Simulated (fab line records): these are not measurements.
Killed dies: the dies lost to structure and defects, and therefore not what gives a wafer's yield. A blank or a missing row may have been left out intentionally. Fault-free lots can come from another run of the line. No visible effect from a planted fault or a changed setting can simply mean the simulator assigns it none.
2 desks, one fault | flow berkeley cmos170 | only its own numbers are on each desk; what lay behind them is given at the end

## FROM THE METROLOGY DESK
Means of the sampled wafers that have a number, per lot and without regard to the tool the lot ran on: this is what the gauges read. A lot is out of limits, marked OUT, if its mean lies more than 4 standard deviations from the usual mean; the brackets give that distance.
Columns: A = M2_AL_RS at UCB170_M2_RS_MEAS_02, usual 0.03224 ohm/sq; B = M2_AL_THK at UCB170_M2_THK_MEAS_03, usual 887 nm; C = M2_OVL at UCB170_M2_OVL_MEAS_16, usual 2 nm
lot  | first seen here | A                 | B              | C
L349 | day 8 00:43     | 0.03226           | 878            | 9
L350 | day 8 12:32     | 0.03202           | 893            | -4
L351 | day 9 15:33     | 0.03227           | 895            | 5
L352 | day 9 17:22     | 0.03235           | 888            | -4
L355 | day 10 00:56    | 0.03211           | 886            | 5
L356 | day 10 01:37    | 0.03202           | 899            | 5
L354 | day 10 02:57    | 0.03258           | 882            | -4
L361 | day 11 01:32    | 0.03227           | 875            | 5
L365 | day 12 01:50    | 0.02684 (-20) OUT | 1067 (+21) OUT | 6
L363 | day 12 04:07    | 0.02655 (-21) OUT | 1078 (+22) OUT | 2
L369 | day 12 20:12    | 0.03255           | 879            | 7
L368 | day 12 21:28    | 0.03196           | 889            | -1
L370 | day 13 12:19    | 0.03260           | 871            | 0
L372 | day 14 08:47    | 0.03209           | 893            | 0
This desk finds L363, L365 out of limits, with the earliest case on L365 at day 12 01:50 (M2_AL_RS at UCB170_M2_RS_MEAS_02). L349, L350, L351, L352, L355, L356, L354, L361, L369, L368, L370, L372: within limits.

## TOOL OWNER'S DESK, pvd sputter-02
The tool's own readings at UCB170_M2_SPUTTER_01 (material Al, target thk 900 nm, time 120 s): means of the sampled wafers that have a number, for each lot that ran on this tool. A lot is out of limits, marked OUT, if its mean lies more than 4 standard deviations from the usual mean; the brackets give that distance.
Columns: A = throttle valve pct at UCB170_M2_SPUTTER_01, usual 30.0 %
lot  | first seen here | A
L349 | day 8 00:38     | 30.0
L352 | day 9 17:16     | 29.9
L355 | day 10 00:50    | 30.5
L354 | day 10 02:51    | 29.3
L365 | day 12 01:45    | 30.4
L363 | day 12 04:01    | 30.3
This desk's finding: nothing out of limits on any of the 6 lots.

## TAKEN TOGETHER
On L363, L365, the metrology desk was in a position to raise an alarm at day 12 01:50.
The desk of the tool owner found nothing out of limits.
Tool owner's desk: L363, L365 on record, inside its limits.
On pvd sputter-02, each named lot ran UCB170_M2_SPUTTER_01.

## WHAT HAD BEEN PUT IN BY THE SIMULATOR
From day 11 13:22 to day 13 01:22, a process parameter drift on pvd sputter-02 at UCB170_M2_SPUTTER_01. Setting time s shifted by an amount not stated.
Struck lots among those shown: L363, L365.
Per desk, hours elapsed from the start of the fault to the first reading out of limits: for the metrology desk, 12.
